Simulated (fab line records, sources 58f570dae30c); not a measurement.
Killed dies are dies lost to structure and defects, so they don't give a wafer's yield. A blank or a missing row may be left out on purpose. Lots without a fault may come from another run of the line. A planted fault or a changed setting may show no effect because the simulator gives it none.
A struck lot beside a sound one | flow berkeley_cmos170 | 15 steps out of a route of 331
Sound: wafers L224.1, L224.2, L224.4. Struck: wafers L240.2, L240.3, L240.5. The cause comes at the end.
At each step with rows: each side's tool, then ch and its chambers, then its first start. Under that, the readings that differ: sound wafers | struck wafers | difference of the means | sigmas: that difference in standard deviations of wafers without a fault.
alike: readings whose means differ by less than 2 such deviations, and words and numbers that are the same on both sides. not compared: withheld readings, readings that some wafer has no value for, bounds like >300 that may hide the same value, and numbers for which the record gives no deviation and whose values overlap.
The two part at a step that has a row with sigmas, a row that says differs or no value, or rows on one side only. Numbers that don't overlap but have no deviation are shown without sigmas and don't part them. A reading that every wafer of one side lacks parts them only if that side has two wafers or more.

first, 6 steps without rows for these wafers: UCB170_GATE_COAT_06; UCB170_GATE_COAT_07 (resist thk 900 nm); UCB170_GATE_SOFTBAKE_08 (time 60 s); UCB170_GATE_EXPOSE_09 (exposes mask POLY, target cd 350 nm); UCB170_GATE_PEB_10; UCB170_GATE_DEVELOP_11 (develop time 45 s).
UCB170_GATE_CD_MEAS_12: target cd 350 nm.
  sound on cd_sem-01, day 7 16:27; struck on cd_sem-01, day 11 03:13
  alike: cd_nm
UCB170_GATE_OVL_MEAS_13:
  sound on overlay-02, day 7 16:34; struck on overlay-01, day 11 03:19
  alike: GATE_OVL
UCB170_GATE_ETCH_14: etches BARC in N2/H2.
  sound on rie_diel-04 ch 0,2,3, day 7 16:36; struck on rie_diel-02 ch 0,1, day 11 03:20
  alike: drypump_motor_current_A, oes_product_au, throttle_valve_pct
UCB170_GATE_ETCH_15: etches poly-Si in HBr/Cl2, stops on SiO2, time 56.3 s, target depth 278.2 nm.
  sound on rie_si-02 ch 0,1,2, day 7 16:38; struck on rie_si-02 ch 0,3, day 11 03:23
  alike: drypump_motor_current_A, oes_product_au, throttle_valve_pct
  not compared: rf_hours_counter_h
UCB170_GATE_STRIP_16: strips in O2.
  sound on plasma_asher-02 ch 0,1, day 7 16:41; struck on plasma_asher-01 ch 0,1, day 11 03:26
  alike: drypump_motor_current_A, oes_product_au
  not compared: rf_hours_counter_h
UCB170_GATE_CD_MEAS_90: target cd 350 nm.
  sound on cd_sem-02, day 7 16:50; struck on cd_sem-01, day 11 03:35
  alike: cd_nm
UCB170_GATE_CLEAN_17: cleans in SPM, time 600 s.
  sound on wet_bench-04 ch 2, day 7 16:59; struck on wet_bench-04 ch 0, day 11 03:41
  no value came back on the struck wafers for bath_guard_temp_C (C), bath_heat_duty_pct (%), time_s (s); on the sound wafers bath_guard_temp_C (C) reads 120.0 120.2 120.1
then, 2 steps without rows for these wafers: UCB170_PLDD_HMDS_00 (prime time 60 s); UCB170_M3_PROBE_99.

WHERE THEY PART
Only at UCB170_GATE_CLEAN_17, within this record.

WHY: what the simulator had put in
Skipped step whole: wet_bench-04, from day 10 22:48 on, at UCB170_GATE_CLEAN_17. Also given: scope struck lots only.
